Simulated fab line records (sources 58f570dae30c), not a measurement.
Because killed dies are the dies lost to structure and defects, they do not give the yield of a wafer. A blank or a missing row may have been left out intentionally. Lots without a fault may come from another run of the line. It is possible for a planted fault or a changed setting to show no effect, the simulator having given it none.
Chamber matching | flow berkeley_cmos170 | rie_diel-03 running UCB170_V2_ETCH_14: 4 sister chambers
The step etches SiO2 in CHF3/CF4/Ar, stops on Al, target depth 1250 nm, time 291 s. 16 wafers are shown with their chamber, then 8 later ones without.

== WAFERS WITH THEIR CHAMBER ==
wafer  | chamber | drypump_motor_current_A (A) | throttle_valve_pct (%) | oes_product_au (a.u.)
L934.3 | 3       | 5.7                         | 7.06                   | 0.866
L934.5 | 1       | 5.4                         | 7.01                   | 0.878
L934.6 | 0       | 6.0                         | 6.95                   | 0.875
L936.1 | 1       | 5.4                         | 6.97                   | 0.879
L936.2 | 2       | 4.8                         | 6.79                   | 0.864
L936.6 | 2       | 4.8                         | 6.77                   | 0.865
L933.2 | 0       | 6.0                         | 6.95                   | 0.873
L933.3 | 3       | 5.7                         | 7.07                   | 0.868
L933.5 | 3       | 5.7                         | 7.06                   | 0.872
L935.1 | 0       | 6.0                         | 6.95                   | 0.875
L935.3 | 3       | 5.7                         | 7.06                   | 0.868
L935.6 | 3       | 5.8                         | 7.05                   | 0.869
L937.1 | 0       | 6.0                         | 6.95                   | 0.871
L937.2 | 2       | 4.8                         | 6.79                   | 0.860
L937.5 | 1       | 5.4                         | 7.00                   | 0.878
L938.1 | 1       | 5.4                         | 6.99                   | 0.890

SIGNATURES (means of the wafers above)
reading                 | chamber 0 | chamber 1 | chamber 2 | chamber 3 | scatter within a chamber
drypump_motor_current_A | 6.000     | 5.400     | 4.800     | 5.720     | 0.0258
throttle_valve_pct      | 6.9500    | 6.9925    | 6.7833    | 7.0600    | 0.0106
oes_product_au          | 0.87350   | 0.88125   | 0.86300   | 0.86860   | 0.0035
Rule: distance of a wafer from a chamber = root of the sum over the readings of ((wafer's reading minus chamber's mean) / reading's scatter) squared. If the next closest chamber is less than 2 further off than the closest, the wafer can't be placed; otherwise it belongs to the closest. The scatter: take each reading less its chamber's mean, square it, sum over the shown wafers, divide by the number of wafers less the number of chambers, and take the root.

== WAFERS WHOSE CHAMBER IS MISSING ==
wafer  | drypump_motor_current_A (A) | throttle_valve_pct (%) | oes_product_au (a.u.)
L938.2 | 4.8                         | 6.77                   | 0.858
L938.5 | 4.8                         | 6.81                   | 0.864
L948.3 | 6.0                         | 6.95                   | 0.875
L948.4 | 4.8                         | 6.81                   | 0.860
L948.6 | 6.0                         | 6.95                   | 0.868
L954.1 | 5.4                         | 6.98                   | 0.878
L954.4 | 4.8                         | 6.80                   | 0.868
L954.5 | 5.4                         | 7.00                   | 0.875

== THE CHAMBER EACH PASSED THROUGH ==
wafer  | from the rows above | in truth
L938.2 | 2                   | 2
L938.5 | 2                   | 2
L948.3 | 0                   | 0
L948.4 | 2                   | 2
L948.6 | 0                   | 0
L954.1 | 1                   | 1
L954.4 | 2                   | 2
L954.5 | 1                   | 1
Correct placement for 8 of the 8. Left unplaced by these rows: 0. Wrongly placed: 0.
